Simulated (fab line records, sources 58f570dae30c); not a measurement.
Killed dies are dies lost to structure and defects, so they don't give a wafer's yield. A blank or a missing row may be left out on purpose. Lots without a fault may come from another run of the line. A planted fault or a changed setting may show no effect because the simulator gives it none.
Which tool did it? | flow berkeley_cmos170 | 6 lots, 18 wafers sampled, at 3 steps of a route of 331

WHAT THE GAUGES READ, wafer by wafer
UCB170_NLDD_TW_MEAS_11.
lot  | measured     | on            | NLDD_TW
L765 | day 6 19:16  | film_metro-03 | 2209 2211 2199
L768 | day 7 02:53  | film_metro-02 | 2226 2252 2236
L769 | day 7 05:47  | film_metro-02 | 2248 2253 2251
L779 | day 9 09:15  | film_metro-01 | 2407 2403 2397
L783 | day 10 12:41 | film_metro-02 | 2229 2230 2238
L787 | day 11 06:05 | film_metro-03 | 2206 2198 2201

WHICH TOOL RAN EACH LOT (tool, then ch and the chambers of the sampled wafers, then the start)
lot  | UCB170_PVT_STRIP_08                  | UCB170_NLDD_IMPLANT_09
L765 | plasma_asher-02 ch 0,1, day 6 02:20  | implanter-03 ch 0, day 6 19:01
L768 | plasma_asher-03 ch 0,1, day 6 08:46  | implanter-01 ch 0, day 7 02:38
L769 | plasma_asher-01 ch 0,1, day 6 15:29  | implanter-03 ch 0, day 7 05:34
L779 | plasma_asher-01 ch 1, day 8 11:18    | implanter-03 ch 0, day 9 09:01
L783 | plasma_asher-02 ch 0,1, day 9 18:43  | implanter-04 ch 0, day 10 12:26
L787 | plasma_asher-01 ch 0,1, day 10 11:37 | implanter-04 ch 0, day 11 05:50
- UCB170_PVT_STRIP_08: strips in O2.
- UCB170_NLDD_IMPLANT_09

THE ANSWER, worked out from the rows above alone
Rule: what is usual is taken from the lots themselves. Put in order of their means at a reading, lots are off if they are a third of the lots or fewer, leave a main group of 4 or more, and stand apart from it by a gap of 3 or more times the standard deviation of the main group's means; of several such gaps the widest counts. A main group whose means are all the same, to the digits that the tables above print for the reading, isn't used. A lot without any number at a reading at which 4 lots or more have one is off too. The other lots that the step has rows for count as sound.
Off: L779, at UCB170_NLDD_TW_MEAS_11 (NLDD_TW). The main group: mean 2226, standard deviation 19.
A tool fits if, at a process step before that reading, it ran every lot that is off, and no sound lot after the first of them. The gauges at UCB170_NLDD_TW_MEAS_11 are tried like those tools. Can't be told from this: 2 tools fit, implanter-03 at UCB170_NLDD_IMPLANT_09, film_metro-01 at UCB170_NLDD_TW_MEAS_11.

WHAT THE SIMULATOR HAD PUT IN
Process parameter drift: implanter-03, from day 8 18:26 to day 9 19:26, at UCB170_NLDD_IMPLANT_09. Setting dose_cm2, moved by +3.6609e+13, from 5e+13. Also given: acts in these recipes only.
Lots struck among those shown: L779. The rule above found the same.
